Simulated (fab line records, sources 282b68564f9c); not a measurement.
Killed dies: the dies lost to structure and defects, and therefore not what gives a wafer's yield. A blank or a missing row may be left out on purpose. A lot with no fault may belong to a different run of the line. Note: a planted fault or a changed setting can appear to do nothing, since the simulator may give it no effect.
8D (eight disciplines) problem report, filled in by code | flow ritCmos | the parts of the form that need people (team, actions taken, sign-off) are left out

1. PROBLEM STATEMENT
Mean PLDD_TW at RIT_PLDD_TW_MEAS_10: 2591 over 9 wafers in 3 lots; fault-free wafers: 2364, standard deviation 12. Relative to the usual mean, that is a shift of +19 standard deviations.
Seen first at day 5 23:00 on filmMetro-02, wafer L317.1. At this step, 45 wafers from 15 lots have a number in the record. Rule for "out", or "out of limits": more than 4 standard deviations from the usual mean. The rest of the wafers with a number are treated as sound.

2. WHAT IT IS, WHAT IT ISN'T
question                    | is                                       | is not
which readings at this step | PLDD_TW                                  | -
which lots                  | L317, L319, L320                         | L303, L304, L306, L308, L309, L311, L313, L315, L316, L318, L325, L326
which wafers of those lots  | all that have a number                   | -
read on which gauges        | filmMetro-01, filmMetro-02, filmMetro-04 | -
when                        | from day 5 23:00                         | up to then (27 sound wafers); but 9 sound wafers of L318, L325, L326 came after

3. WHAT RULES OUT EACH SUSPECT
Counting: a tool at a process step up to the reading stays a suspect if it ran every lot that is out and no sound lot after the first of them.
- the gauge at RIT_PLDD_TW_MEAS_10 has been ruled out. The wafers that are out were read on 3 gauges (filmMetro-01, filmMetro-02, filmMetro-04).
- implanter-01 at RIT_PLDD_IMPLANT_08: kept. It ran every lot that is out, first L317 (day 5 22:40), and no sound lot after that; its last sound lot up to then is L315 (day 5 13:13). Its own readings are out on those wafers: beamOnS, faradayCurrentUA.
After counting, what remains is implanter-01 at RIT_PLDD_IMPLANT_08.

4. THE CAUSE (what the simulator had put in)
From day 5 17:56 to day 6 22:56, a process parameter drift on implanter-01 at RIT_PLDD_IMPLANT_08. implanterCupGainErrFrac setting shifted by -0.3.
This tool alone remained once counting was done.

5. SEQUENCE OF EFFECTS, ordered by route
Each row: a reading where the mean over the struck wafers with a number is more than 3 standard deviations away from the usual. Only readings whose record carries a usual standard deviation are examined. hours: median over the lots of the time between each lot's start at the first step of this table that gives one and its start at this step. sigmas: the change, counted in usual standard deviations.
hours | step                    | reading          | usual        | on struck wafers | change | sigmas
0     | RIT_PLDD_IMPLANT_08     | beamOnS          | 10.01 s      | 14.34            | +4.33  | +22
0     | RIT_PLDD_IMPLANT_08     | faradayCurrentUA | 2819         | 1968             | -851   | -15
0     | RIT_PLDD_TW_MEAS_10     | PLDD_TW          | 2364         | 2591             | +227   | +19
7     | RIT_SDANNEAL_RS_MEAS_06 | PLDD_RS          | 178.6 ohm/sq | 160.4            | -18.2  | -44
Its process steps:
- RIT_PLDD_IMPLANT_08

6. WHAT WOULD HAVE CAUGHT IT SOONER
Counted from the fault's start at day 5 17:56, it took 5 hours until the first out-of-limits reading at a measuring or inspecting step in this record, taken at day 5 23:00.
The tool's own readings at RIT_PLDD_IMPLANT_08 were out on every struck wafer that the step has a row for (beamOnS, faradayCurrentUA): an alarm limit on them would have fired on the first of those.
Lots out: 3; of these, L319, L320 started RIT_PLDD_IMPLANT_08 on implanter-01 after day 5 23:00. A hold on the tool at that time would have spared those 2.
